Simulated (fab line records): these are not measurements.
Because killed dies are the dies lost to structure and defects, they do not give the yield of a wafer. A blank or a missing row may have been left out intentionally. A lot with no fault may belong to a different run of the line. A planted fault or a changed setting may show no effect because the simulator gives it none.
Lot-split experiment ; flow berkeley_cmos170 ; 5 lots, 23 wafers read, on a route of 331 steps

## ON THE SPLIT
At UCB170_NLDD_IMPLANT_08, the setting energy_kev was moved away from the recipe's 30 on 10 of the 23 wafers read, by -5.8% to +4.4%. All remaining wafers had this setting at the recipe value.

The split's own step is where the reading is taken.

## THE READING
The simulator's own value implant.drp_nm, read by no gauge, in nm at UCB170_NLDD_IMPLANT_08. No usual value for it is given in the file.

wafer;tool, chamber at the split;energy_kev as run;against the recipe;implant.drp_nm, nm;against lot-mates on the recipe
L080.1;implanter-01, 0;31.31;+4.4%;9.917;+0.306
L080.2;implanter-01, 0;31.31;+4.4%;9.917;+0.306
L080.5;implanter-01, 0;31.31;+4.4%;9.917;+0.306
L080.3;implanter-01, 0;30;recipe;9.611;-
L080.6;implanter-01, 0;30;recipe;9.611;-
L078.1;implanter-04, 0;30;recipe;9.611;-
L078.5;implanter-04, 0;30;recipe;9.611;-
L078.6;implanter-04, 0;30;recipe;9.611;-
L078.2;implanter-04, 0;28.27;-5.8%;9.206;-0.405
L078.4;implanter-04, 0;28.27;-5.8%;9.206;-0.405
L077.1;implanter-01, 0;30;recipe;9.611;-
L077.6;implanter-01, 0;30;recipe;9.611;-
L077.3;implanter-01, 0;31.07;+3.6%;9.861;+0.250
L077.4;implanter-01, 0;31.07;+3.6%;9.861;+0.250
L077.5;implanter-01, 0;31.07;+3.6%;9.861;+0.250
L082.1;implanter-04, 0;30;recipe;9.611;-
L082.3;implanter-04, 0;30;recipe;9.611;-
L082.5;implanter-04, 0;30;recipe;9.611;-
L082.4;implanter-04, 0;30.9;+3.0%;9.821;+0.210
L082.6;implanter-04, 0;30.9;+3.0%;9.821;+0.210
L085.1;implanter-02, 0;30;recipe;9.611;-
L085.3;implanter-02, 0;30;recipe;9.611;-
L085.5;implanter-02, 0;30;recipe;9.611;-

THE FIT
A straight line over all 23 wafers: implant.drp_nm changes by +0.0701 nm for each +1% of energy_kev; r = +1.00; the points scatter about the line by 0.00019 nm.
The same after taking each lot's own level away (the mean of its wafers on the recipe; 23 wafers): +0.0701 nm for each +1%; r = +1.00; scatter 0.00019 nm.
On that fit, the largest move of energy_kev shifts the reading by 0.4 nm.
The lots' own levels span 9.6110 to 9.6110 nm.
So the lot-to-lot level changes the slope little: the two slopes agree.
Check: -0.404 nm against its lot-mates is what the line predicts for one of the wafers moved furthest among these (-5.8%) when that wafer is left out of the fit. Against them it came out at -0.405 nm.

## FURTHER SPLITS ON THESE WAFERS
Before the reading, these wafers also passed through other splits. Each is held against what the fit with the lots' levels taken away leaves over:
other split on the same wafers;wafers away from the commonest value;r with implant.drp_nm (lot level and that fit taken away)
UCB170_PWELL_CVD_05 sih2cl2_flow_sccm;15;+0.01
UCB170_PWELL_ETCH_14 rf_w;6;+0.09
UCB170_ACTIVE_OXIDATION_02 temp_c;15;-0.02
UCB170_ACTIVE_PEB_11 peb_temp_c;8;-0.09
UCB170_SACOX_OXIDATION_01 temp_c;15;+0.07
UCB170_NVT_COAT_01 resist_thk_nm;4;+0.14
UCB170_PVT_STRIP_08 o2_flow_sccm;10;+0.15
UCB170_GATE_CVD_04 pressure_mtorr;15;+0.14

## THE WHOLE CHAIN: every reading that the file lists as answering this split, in the file's order
step;what it does;reading;change (the file's fit);r (the file's)
UCB170_NLDD_IMPLANT_08;;implant.rp_nm (the simulator's own value, which no gauge read);+0.16 nm for each +1% of the setting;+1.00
UCB170_NLDD_IMPLANT_08;;implant.drp_nm (the simulator's own value, which no gauge read);+0.0702 nm for each +1% of the setting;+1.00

## THE FILE'S OWN FIT
implant.drp_nm changes by +0.0702 nm for each +1% of energy_kev, r = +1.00.
